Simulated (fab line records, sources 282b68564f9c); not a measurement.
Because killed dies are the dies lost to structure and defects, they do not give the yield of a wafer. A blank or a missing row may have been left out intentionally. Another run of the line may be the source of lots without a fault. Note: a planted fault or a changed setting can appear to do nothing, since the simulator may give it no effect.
fab line records | flow rit_cmos
[record] lots = 6 wafers = 18 last_day = 7
route steps=202 shown ACTIVE@1 FOX1@20 FOX2@23
lots that met no fault: taken from a fault-free run of the same line
start_h: start of the lot's first displayed wafer, in hours after the record's first day | wait_h: hours elapsed since this lot's preceding step | " as in the row above | L1.1+2: a single row standing in for several wafers | - either no value or no given start | * or withheld: withheld | < > ~ a bound
route shown NAME@n: names a module that has steps shown in the file, with the first one's number in the route | usual: mean/standard deviation of fault-free wafers | same: alike in all rows | chamber/n: place in a boat | sites: each site's reading | _std_site: standard deviation across them | _edge_site: mean of outer sites minus mean of inner sites | radius_mm: for every site, how far away it sits from the centre of the wafer | mask NAME#n: copy n | behind: the most recent tool/chamber to have shaped the wafer | hold: the reason the lot was held/the length of the hold in hours/how it ended | device: transistor that didn't switch, given as n, p or np | end of line: tests run on the same wafers once the route is complete | where a step has no rows: the recipe by itself | killed: dies lost to structure and defects at the first sort, not the wafer's yield | map: dies across one wafer; x = killed, . = not, _ = none there
set.NAME: the setting as run; set.NAME@STEP: as run at that earlier step | model.NAME: the simulator's own value behind a step, which no gauge read
lots seen at some steps along the route; tables by step, rows by wafer
services: the hour from which a tool's chamber was out of use, counted from the record's first day as start_h (under 0 if before that day), plus the number of hours and why
[[steps]]
[step RIT_ACTIVE_BOW_MEAS_00]
[recipe] mode = bow
[usual] INCOMING_BOW = 0/6.9
// columns lot.wafer tool chamber start_h wait_h INCOMING_BOW[um]
L483.2 film_metro-03 - 30.02 - 12
L483.4 " - " " -5
L483.6 " - " " 17
L485.1 film_metro-04 - 40.00 - 2
L485.4 " - " " -16
L485.6 " - " " 0
L489.1 film_metro-01 - 60.00 - 2
L489.2 " - " " -1
L489.3 " - " " -3
L490.3 film_metro-03 - 65.04 - -6
L490.5 " - " " -20
L490.6 " - " " 6
L496.2 film_metro-01 - 95.02 - 8
L496.5 " - " " -3
L496.6 " - " " -2
L501.1 film_metro-01 - 120.00 - -2
L501.2 " - " " 8
L501.6 " - " " 1
[step RIT_ACTIVE_OXIDATION_01]
[recipe] temp_c = 1000 ambient = O2 target_thk_a = 468 ox_time_s = 3360
[usual] spike_tc_source_C = 1026.0/2.1 zone_power_load_pct = 34.9/2.3
// columns lot.wafer tool chamber start_h wait_h spike_tc_source_C zone_power_load_pct model.SiO2_of_ACTIVE_OXIDATION_01.thk_nm
L483.2 furnace-01 0 30.12 0.1 1024.7 32.4 45.04
L483.4 " 0 " " 1025.4 32.0 45.45
L483.6 " 0 " " 1024.2 31.4 45.48
L485.1 furnace-03 0 41.51 1.5 1025.7 37.1 46.18
L485.4 " 0 " " 1024.7 37.3 46.43
L485.6 " 0 " " 1025.5 36.4 46.66
L489.1 furnace-04 0 61.51 1.5 1027.3 34.7 46.5
L489.2 " 0 " " 1028.5 35.8 48.02
L489.3 " 0 " " 1028.2 35.5 47.61
L490.3 furnace-03 0 65.12 0.1 1023.6 37.5 43.66
L490.5 " 0 " " 1023.7 37.4 41.28
L490.6 " 0 " " 1024.3 36.8 40.02
L496.2 furnace-03 0 96.09 1.1 1023.7 37.7 44.69
L496.5 " 0 " " 1025.0 37.4 40.88
L496.6 " 0 " " 1023.3 37.5 40.51
L501.1 furnace-01 0 120.12 0.1 1023.0 31.7 46.54
L501.2 " 0 " " 1026.4 32.1 46.07
L501.6 " 0 " " 1024.2 32.0 46.39
[step RIT_ACTIVE_THK_MEAS_02]
[recipe] reads = SiO2_of_ACTIVE_OXIDATION_01
[usual] ACTIVE_OXIDE_THK = 46.1/0.74
// columns lot.wafer tool chamber start_h wait_h ACTIVE_OXIDE_THK[nm]
L483.2 film_metro-03 - 32.06 0.0 45.0
L483.4 " - " " 45.4
L483.6 " - " " 45.5
L485.1 film_metro-04 - 43.44 0.0 46.2
L485.4 " - " " 46.4
L485.6 " - " " 46.7
L489.1 film_metro-01 - 63.45 0.0 46.5
L489.2 " - " " 48.0
L489.3 " - " " 47.6
L490.3 film_metro-04 - 67.07 0.0 43.7
L490.5 " - " " 41.3
L490.6 " - " " 40.1
L496.2 film_metro-03 - 98.03 0.0 44.6
L496.5 " - " " 40.8
L496.6 " - " " 40.5
L501.1 film_metro-04 - 122.05 0.0 46.5
L501.2 " - " " 46.1
L501.6 " - " " 46.4
[step RIT_ACTIVE_CVD_03]
[recipe] material = Si3N4 target_thk_nm = 150 temp_c = 810 precursor = SiH2Cl2/NH3 time_s = 1500 pressure_mtorr = 300 sih2cl2_flow_sccm = 62.25 nh3_flow_sccm = 150
[step RIT_ACTIVE_THK_MEAS_04]
[recipe] reads = Si3N4_of_ACTIVE_CVD_03
[usual] ACTIVE_NITRIDE_THK = 151.4/1.6
// columns lot.wafer tool chamber start_h wait_h ACTIVE_NITRIDE_THK[nm]
L483.2 film_metro-03 - 33.54 0.0 150.9
L483.4 " - " " 150.7
L483.6 " - " " 151.2
L485.1 film_metro-01 - 44.93 0.0 150.9
L485.4 " - " " 152.2
L485.6 " - " " 151.8
L489.1 film_metro-03 - 64.92 0.0 154.0
L489.2 " - " " 155.2
L489.3 " - " " 155.4
L490.3 film_metro-04 - 68.98 0.0 154.8
L490.5 " - " " 153.3
L490.6 " - " " 153.0
L496.2 film_metro-04 - 99.64 0.0 149.3
L496.5 " - " " 149.5
L496.6 " - " " 150.3
L501.1 film_metro-04 - 123.53 0.0 150.6
L501.2 " - " " 151.8
L501.6 " - " " 151.5
[step RIT_ACTIVE_HMDS_05]
[recipe] prime_time_s = 60 prime_temp_c = 140
[step RIT_ACTIVE_COAT_06]
[recipe] resist = NOVOLAK spin_rpm = 3250 resist_thk_nm = 1000
[step RIT_ACTIVE_SOFTBAKE_07]
[recipe] resist = NOVOLAK temp_c = 90 time_s = 60
[step RIT_ACTIVE_EXPOSE_08]
[recipe] mask_id = M1 na = 0.6 source_shape = conventional sigma_outer = 0.6 target_cd_nm = 1400 dose_mj = 225
[step RIT_ACTIVE_PEB_09]
[recipe] resist = NOVOLAK temp_c = withheld time_s = withheld
[step RIT_ACTIVE_DEVELOP_10]
[recipe] resist = NOVOLAK develop_time_s = 50 dev_temp_c = 23
[step RIT_ACTIVE_CD_MEAS_11]
[recipe] target_cd_nm = 1400
[usual] cd_nm = 1399.5/2.1
// columns lot.wafer tool chamber start_h wait_h cd_nm
L483.2 cd_sem-01 - 34.46 - 1400.3
L483.4 " - " " 1401.7
L483.6 " - " " 1400.9
L485.1 cd_sem-01 - 45.84 - 1398.4
L485.4 " - " " 1397.9
L485.6 " - " " 1400.0
L489.1 cd_sem-01 - 65.83 - 1399.5
L489.2 " - " " 1399.4
L489.3 " - " " 1397.9
L490.3 cd_sem-01 - 70.03 - 1398.5
L490.5 " - " " 1399.2
L490.6 " - " " 1397.9
L496.2 cd_sem-02 - 100.69 - 1399.1
L496.5 " - " " 1399.0
L496.6 " - " " 1395.5
L501.1 cd_sem-02 - 124.49 - 1397.9
L501.2 " - " " 1397.8
L501.6 " - " " 1399.8
[step RIT_ACTIVE_HARDBAKE_12]
[recipe] resist = NOVOLAK temp_c = 140 time_s = 60
[step RIT_ACTIVE_ETCH_13]
[recipe] stop_on = SiO2 chemistry = SF6 target = Si3N4 time_s = 210 over_etch_frac = 0.4 SF6_flow_sccm = 200 pressure_mtorr = 260 rf_w = 125 target_depth_a = 2100
[usual] drypump_motor_current_A = 6.0/0.47 oes_product_au = 0.824/0.013 throttle_valve_pct = 7.51/0.14
[same] over_etch_frac = 0.4
// columns lot.wafer tool chamber start_h wait_h drypump_motor_current_A oes_product_au rf_hours_counter_h throttle_valve_pct
L483.2 rie_diel-03 3 34.71 0.1 5.5 0.840 20 7.70
L483.4 " 0 " " 6.6 0.787 24 7.58
L483.6 " 0 " " 6.5 0.802 - 7.60
L485.1 rie_diel-04 2 46.11 0.1 5.2 0.819 95 7.29
L485.4 " 0 " " 6.5 0.825 3 7.66
L485.6 " 1 " " 5.9 0.836 - 7.52
L489.1 rie_diel-03 0 66.10 0.1 6.5 0.807 25 7.59
L489.2 " 2 " " 6.0 0.845 73 7.34
L489.3 " 1 " " 6.3 0.846 2 7.59
L490.3 rie_diel-04 0 70.26 0.1 6.4 0.835 3 7.65
L490.5 " 3 " " 6.1 0.824 - 7.44
L490.6 " 2 " " 5.2 0.826 - 7.27
L496.2 rie_diel-04 0 100.94 0.1 6.5 0.815 4 7.64
L496.5 " 1 " " 5.9 0.821 - 7.54
L496.6 " 0 " " 6.5 0.810 - 7.66
L501.1 rie_diel-03 0 124.77 0.1 6.5 0.794 26 7.58
L501.2 " 1 " " 6.3 0.837 3 7.59
L501.6 " 1 " " 6.3 0.836 - 7.59
[step RIT_ACTIVE_STRIP_14]
[recipe] chemistry = O2 time_s = 180 resist = NOVOLAK platen_temp_c = withheld power_w = 500 pressure_mtorr = 4000 o2_flow_sccm = 4000
[usual] drypump_motor_current_A = 5.9/0.46
// columns lot.wafer tool chamber start_h wait_h drypump_motor_current_A rf_hours_counter_h
L483.2 plasma_asher-02 0 34.84 0.1 5.6 39
L483.4 " 0 " " 5.7 -
L483.6 " 1 " " 6.6 -
L485.1 plasma_asher-01 1 46.24 0.1 6.4 36
L485.4 " 0 " " 5.5 -
L485.6 " 1 " " 6.4 -
L489.1 plasma_asher-02 0 66.24 0.1 5.7 42
L489.2 " 1 " " 6.5 42
L489.3 " 1 " " 6.5 -
L490.3 plasma_asher-03 0 70.45 0.1 5.5 -
L490.5 " 1 " " 5.5 -
L490.6 " 0 " " 5.5 -
L496.2 plasma_asher-02 0 101.07 0.1 5.7 46
L496.5 " 1 " " 6.6 -
L496.6 " 0 " " 5.7 -
L501.1 plasma_asher-02 1 124.90 0.1 6.6 49
L501.2 " 0 " " 5.7 49
L501.6 " 1 " " 6.5 -
[step RIT_ACTIVE_CD_MEAS_90]
[recipe] target_cd_nm = 1400
[usual] cd_nm = 1399.5/2.1
// columns lot.wafer tool chamber start_h wait_h cd_nm
L483.2 cd_sem-02 - 35.04 0.1 1400.1
L483.4 " - " " 1401.4
L483.6 " - " " 1401.5
L485.1 cd_sem-02 - 46.42 0.1 1398.7
L485.4 " - " " 1397.7
L485.6 " - " " 1400.6
L489.1 cd_sem-02 - 66.41 0.1 1400.0
L489.2 " - " " 1399.4
L489.3 " - " " 1398.2
L490.3 cd_sem-02 - 70.61 0.1 1398.8
L490.5 " - " " 1399.6
L490.6 " - " " 1397.9
L496.2 cd_sem-02 - 101.26 0.1 1399.1
L496.5 " - " " 1399.3
L496.6 " - " " 1395.8
L501.1 cd_sem-02 - 125.08 0.1 1398.1
L501.2 " - " " 1397.3
L501.6 " - " " 1399.5
[step RIT_ACTIVE_CLEAN_15]
[recipe] chemistry = SC1 mix = 3:3:50 time_s = 600 temp_c = 75
[step RIT_ACTIVE_CLEAN_16]
[recipe] chemistry = dHF dilution = 50:1 time_s = 30
[step RIT_ACTIVE_CLEAN_17]
[recipe] chemistry = SC2 mix = 3:3:50 time_s = 600 temp_c = 75 dry = n2_spin
[step RIT_FOX1_OXIDATION_00]
[recipe] temp_c = 1100 ambient = H2O target_thk_a = 3507 p_h2o_torr = 720 ox_time_s = 1130
[step RIT_FOX1_THK_MEAS_01]
[recipe] reads = SiO2_of_FOX1_OXIDATION_00
[usual] FOX1_OXIDE_THK = 346/6.1
// columns lot.wafer tool chamber start_h wait_h FOX1_OXIDE_THK[nm]
L483.2 film_metro-04 - 38.79 0.0 351
L483.4 " - " " 353
L483.6 " - " " 348
L485.1 film_metro-04 - 52.89 0.0 348
L485.4 " - " " 345
L485.6 " - " " 343
L489.1 film_metro-04 - 68.37 0.0 342
L489.2 " - " " 345
L489.3 " - " " 346
L490.3 film_metro-02 - 75.69 0.0 357
L490.5 " - " " 353
L490.6 " - " " 356
L496.2 film_metro-03 - 104.65 0.0 360
L496.5 " - " " 355
L496.6 " - " " 349
L501.1 film_metro-03 - 128.02 0.0 336
L501.2 " - " " 334
L501.6 " - " " 335
[step RIT_FOX1_WET_ETCH_02]
[recipe] chemistry = BOE target_depth_nm = 350 time_s = 390 temp_c = 21.5 dry = n2_spin dilution = 10:1 target = SiO2
[step RIT_FOX2_OXIDATION_00]
[recipe] temp_c = 1100 ambient = H2O target_thk_a = 3507 p_h2o_torr = 720 ox_time_s = 1130
[step RIT_FOX2_THK_MEAS_01]
[recipe] reads = SiO2_of_FOX2_OXIDATION_00
[usual] FOX2_OXIDE_THK = 348/7.8
// columns lot.wafer tool chamber start_h wait_h FOX2_OXIDE_THK[nm]
L483.2 film_metro-02 - 41.27 0.0 348
L483.4 " - " " 344
L483.6 " - " " 347
L485.1 film_metro-02 - 56.39 0.0 345
L485.4 " - " " 351
L485.6 " - " " 352
L489.1 film_metro-02 - 69.87 0.0 339
L489.2 " - " " 341
L489.3 " - " " 335
L490.3 film_metro-04 - 79.19 0.0 352
L490.5 " - " " 347
L490.6 " - " " 346
L496.2 film_metro-01 - 106.69 0.0 345
L496.5 " - " " 340
L496.6 " - " " 339
L501.1 film_metro-04 - 129.51 0.0 350
L501.2 " - " " 351
L501.6 " - " " 349
[step RIT_FOX2_CLEAN_02]
[recipe] chemistry = dHF dilution = 50:1 time_s = 171.4
[step RIT_FOX2_WET_ETCH_03]
[recipe] chemistry = H3PO4 target = Si3N4 target_depth_nm = 195 temp_c = 165 time_s = 2700
[usual] bath_heat_duty_pct = 28.0/2.9 temp_c = 165.01/0.16
// columns lot.wafer tool chamber start_h wait_h bath_heat_duty_pct temp_c model.SiO2_of_ACTIVE_OXIDATION_01.thk_nm
L483.2 wet_bench-04 3 41.43 0.0 23.0 165.21 40.13
L483.4 " 3 " " 21.7 165.22 40.49
L483.6 " 3 " " 23.2 164.99 40.51
L485.1 wet_bench-04 2 56.51 0.0 26.4 164.87 40.87
L485.4 " 2 " " 25.9 164.67 41.23
L485.6 " 2 " " 28.4 164.83 39.61
L489.1 wet_bench-04 0 69.99 0.0 26.0 165.15 41.37
L489.2 " 0 " " 26.6 165.19 42.67
L489.3 " 0 " " 26.1 164.80 42.35
L490.3 wet_bench-04 1 79.28 0.0 27.5 164.87 38.93
L490.5 " 1 " " 27.9 164.94 34.7
L490.6 " 1 " " 28.0 164.99 35.51
L496.2 wet_bench-04 2 106.80 0.0 24.9 165.02 39.65
L496.5 " 2 " " 26.0 164.79 34.5
L496.6 " 2 " " 29.1 164.85 35.93
L501.1 wet_bench-04 2 129.63 0.0 27.2 165.10 41.39
L501.2 " 2 " " 27.5 165.27 40.95
L501.6 " 2 " " 28.7 165.29 41.28
[step RIT_FOX2_THK_MEAS_90]
[recipe] reads = SiO2_of_FOX2_OXIDATION_00
[usual] FIELD_OXIDE_LEFT_1_THK = 322/7.8
// columns lot.wafer tool chamber start_h wait_h FIELD_OXIDE_LEFT_1_THK[nm]
L483.2 film_metro-02 - 42.27 0.0 322
L483.4 " - " " 318
L483.6 " - " " 321
L485.1 film_metro-02 - 57.27 0.0 319
L485.4 " - " " 325
L485.6 " - " " 325
L489.1 film_metro-02 - 70.75 0.0 312
L489.2 " - " " 315
L489.3 " - " " 309
L490.3 film_metro-02 - 80.06 0.0 326
L490.5 " - " " 321
L490.6 " - " " 320
L496.2 film_metro-04 - 107.57 0.0 319
L496.5 " - " " 314
L496.6 " - " " 312
L501.1 film_metro-02 - 131.15 0.0 323
L501.2 " - " " 324
L501.6 " - " " 322
[[services]]
// columns tool chamber start_h hours kind
furnace-01 - 11.55 1.4 repair
rie_diel-03 3 13.76 4.6 repair
plasma_asher-03 - 16.05 4.5 repair
furnace-03 - 43.44 3.8 pm
furnace-01 - 48.56 2.7 pm
plasma_asher-01 - 108.75 9.0 pm
plasma_asher-01 0 108.75 9.0 vent_cycle
plasma_asher-01 1 108.75 9.0 vent_cycle
furnace-03 - 112.27 1.0 pm
plasma_asher-01 0 117.75 - clean
plasma_asher-01 1 117.75 - clean
[[key]]
[first_sign] step = RIT_ACTIVE_THK_MEAS_02 reading = ACTIVE_OXIDE_THK direction = down sigmas = 5.7 usual = 46.1 struck = 41.8
effect none on later readings
[model_effect] step = RIT_ACTIVE_OXIDATION_01 value = SiO2_of_ACTIVE_OXIDATION_01.thk_nm without = 46.67 struck = 41.84
[model_effect] step = RIT_FOX2_WET_ETCH_03 value = SiO2_of_ACTIVE_OXIDATION_01.thk_nm without = 40.84 struck = 36.54
met_at RIT_ACTIVE_OXIDATION_01
struck_wafers L490.3,L490.5,L490.6,L496.2,L496.5,L496.6
tester_left_out L490,L496
onset_between 41.51 65.12
[fault] kind = process_parameter_drift tool = furnace-03 chamber = - onset_h = 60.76 steps = RIT_ACTIVE_OXIDATION_01 channel = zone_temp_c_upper offset = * shape = step end_h = 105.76
// tester_left_out: of these lots the tester's yield and bins aren't shown, on N5 and GAA mostly nor the transistor test; their killed dies are dies lost to structure and defects alone, not to doping, threshold or leakage, so they don't give the yield
